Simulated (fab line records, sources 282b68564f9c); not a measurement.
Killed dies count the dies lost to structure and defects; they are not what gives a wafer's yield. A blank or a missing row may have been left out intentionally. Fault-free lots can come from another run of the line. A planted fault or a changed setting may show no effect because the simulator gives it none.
Which tool did it? ; flow rit_cmos ; Sampling: 7 lots, 21 wafers, 2 of 202 route steps

WHAT THE GAUGES SHOWED, per wafer
RIT_ACTIVE_THK_MEAS_02.
lot;measured;on;ACTIVE_OXIDE_THK (nm)
L708;day 1 22:05;film_metro-04;46.0 46.3 46.6
L710;day 2 09:08;film_metro-02;46.4 47.6 47.1
L713;day 3 00:10;film_metro-02;47.1 47.7 46.9
L716;day 3 15:25;film_metro-02;47.0 46.9 46.6
L723;day 5 01:15;film_metro-01;47.7 48.8 47.7
L727;day 5 21:10;film_metro-01;46.4 47.2 47.4
L729;day 6 07:38;film_metro-01;46.0 46.6 46.0

EACH LOT AND THE TOOL THAT RAN IT (in order: tool; ch and the chambers of the sampled wafers; start)
lot;RIT_ACTIVE_OXIDATION_01
L708;furnace-01 ch 0, day 1 20:08
L710;furnace-01 ch 0, day 2 07:11
L713;furnace-03 ch 0, day 2 22:14
L716;furnace-01 ch 0, day 3 13:28
L723;furnace-04 ch 0, day 4 23:17
L727;furnace-03 ch 0, day 5 19:13
L729;furnace-04 ch 0, day 6 05:43
- RIT_ACTIVE_OXIDATION_01: target thk 46.8 nm, ox time 3360 s.

THE ANSWER, worked out from the rows above alone
Rule: what is usual is taken from the lots themselves. The widest of any qualifying gaps counts: lots, ordered by their means at a reading, are off when they make up no more than a third of the lots, leave a main group of 4 or more, and stand apart from it by 3 or more times the standard deviation of that group's means. Not used: any main group whose means are identical at the precision the tables above print for the reading. Also off: a lot with no number at a reading for which 4 or more lots have one. The other lots that the step has rows for count as sound.
Across all readings shown, no lot is off: no conclusion can be drawn from this.

WHAT THE SIMULATOR PUT IN
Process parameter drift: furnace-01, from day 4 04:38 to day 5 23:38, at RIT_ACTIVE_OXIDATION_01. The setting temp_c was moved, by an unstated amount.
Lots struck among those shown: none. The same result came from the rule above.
